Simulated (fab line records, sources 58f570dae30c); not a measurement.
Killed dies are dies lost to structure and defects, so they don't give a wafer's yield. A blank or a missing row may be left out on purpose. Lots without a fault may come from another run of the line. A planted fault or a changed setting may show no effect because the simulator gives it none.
Which tool did it? | flow berkeley_cmos170 | 14 lots, 42 wafers sampled, at 2 steps of a route of 331

WHAT THE GAUGES READ, wafer by wafer
UCB170_NSD_CD_MEAS_06: target cd 1200 nm. Usual: cd_nm 1199.9 nm, standard deviation 1.5.
lot  | measured     | on        | cd_nm (nm)           | flag
L625 | day 6 12:44  | cd_sem-02 | 1199.2 1200.0 1198.7 |
L629 | day 7 11:48  | cd_sem-02 | 1201.1 1202.2 1200.2 |
L627 | day 7 12:06  | cd_sem-02 | 1198.2 1199.1 1196.3 |
L630 | day 7 12:08  | cd_sem-01 | 1198.2 1199.0 1198.2 |
L632 | day 8 04:16  | cd_sem-02 | 1199.0 1199.2 1197.1 |
L631 | day 8 04:42  | cd_sem-02 | 1199.4 1199.8 1199.2 |
L633 | day 8 15:05  | cd_sem-02 | 1201.1 1202.5 1201.5 |
L636 | day 8 15:14  | cd_sem-01 | 1200.8 1202.1 1200.1 |
L637 | day 9 02:49  | cd_sem-01 | 1201.0 1202.8 1201.4 |
L639 | day 9 13:47  | cd_sem-01 | 1205.0 1206.4 1204.8 | OFF
L640 | day 9 13:53  | cd_sem-02 | 1198.6 1200.5 1200.9 |
L641 | day 9 19:10  | cd_sem-01 | 1207.3 1206.0 1205.8 | OFF
L642 | day 10 03:31 | cd_sem-02 | 1200.9 1198.7 1199.2 |
L648 | day 11 07:26 | cd_sem-01 | 1198.9 1198.4 1201.1 |

WHICH TOOL RAN EACH LOT (tool, then ch and the chambers of the sampled wafers, then the start)
lot  | UCB170_NSD_PEB_04
L625 | litho_track-02 ch 0, day 6 12:28
L629 | litho_track-01 ch 0, day 7 11:32
L627 | litho_track-01 ch 0, day 7 11:50
L630 | litho_track-03 ch 0, day 7 11:52
L632 | litho_track-03 ch 0, day 8 04:00
L631 | litho_track-01 ch 0, day 8 04:26
L633 | litho_track-02 ch 0, day 8 14:49
L636 | litho_track-03 ch 0, day 8 14:58
L637 | litho_track-02 ch 0, day 9 02:33
L639 | litho_track-02 ch 0, day 9 13:31
L640 | litho_track-03 ch 0, day 9 13:37
L641 | litho_track-02 ch 0, day 9 18:55
L642 | litho_track-01 ch 0, day 10 03:15
L648 | litho_track-03 ch 0, day 11 07:10
- UCB170_NSD_PEB_04

WHAT THE TOOLS THEMSELVES READ (means of the sampled wafers that have a number; where no wafer has one, the mark that the record gives instead)
UCB170_NSD_PEB_04. Usual: heater_power_total_W 56.80 W, standard deviation 0.044; plate_temp_C 130.01 C, standard deviation 0.12.
lot  | tool           | heater_power_total_W (W) | plate_temp_C (C) | flag
L625 | litho_track-02 | 56.80                    | 129.93           |
L629 | litho_track-01 | 56.82                    | 129.84           |
L627 | litho_track-01 | 56.83                    | 130.01           |
L630 | litho_track-03 | 56.76                    | 129.93           |
L632 | litho_track-03 | 56.79                    | 130.00           |
L631 | litho_track-01 | 56.83                    | 129.92           |
L633 | litho_track-02 | 56.81                    | 130.07           |
L636 | litho_track-03 | 56.82                    | 130.08           |
L637 | litho_track-02 | 56.78                    | 129.95           |
L639 | litho_track-02 | 57.33                    | 131.05           | OFF
L640 | litho_track-03 | 56.79                    | 129.96           |
L641 | litho_track-02 | 57.28                    | 130.94           | OFF
L642 | litho_track-01 | 56.80                    | 130.19           |
L648 | litho_track-03 | 56.79                    | 130.09           |

THE ANSWER, worked out from the rows above alone
Rule: a lot is off if the mean of its wafers that have a number lies more than 3 standard deviations from the usual mean. A lot without any number at a reading at which 4 lots or more have one is off too. The other lots that the step has rows for count as sound. The gauges are gone through in route order, then the tools' own readings, and for those a lot's mean is taken as printed above. The first step at which some lot is off is used, and at that step the reading that is off furthest; a lot without a number counts as furthest.
Off: L639, L641, at UCB170_NSD_CD_MEAS_06 (cd_nm).
A tool fits if, at a process step before that reading, it ran every lot that is off, and no sound lot after the first of them. The gauges at UCB170_NSD_CD_MEAS_06 aren't tried: what is off there is off at UCB170_NSD_PEB_04 too, on other tools, and a gauge's error can't cause that. One fits: litho_track-02 at UCB170_NSD_PEB_04. Its last sound lot is L637 (day 9 02:33), its first lot that is off L639 (day 9 13:31): a fault that began between those two fits.
The tool's own readings at UCB170_NSD_PEB_04 bear it out: on the lots that are off they differ by more than 5 times the standard deviation of the sound lots' means. heater_power_total_W reads 57.30 W there against 56.80 W on the sound lots; plate_temp_C reads 131.00 C there against 130.00 C on the sound lots.

WHAT THE SIMULATOR HAD PUT IN
Process parameter drift: litho_track-02, from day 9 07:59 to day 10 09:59, at UCB170_NSD_PEB_04. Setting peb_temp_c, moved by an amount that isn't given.
Lots struck among those shown: L639, L641. The rule above found the same.
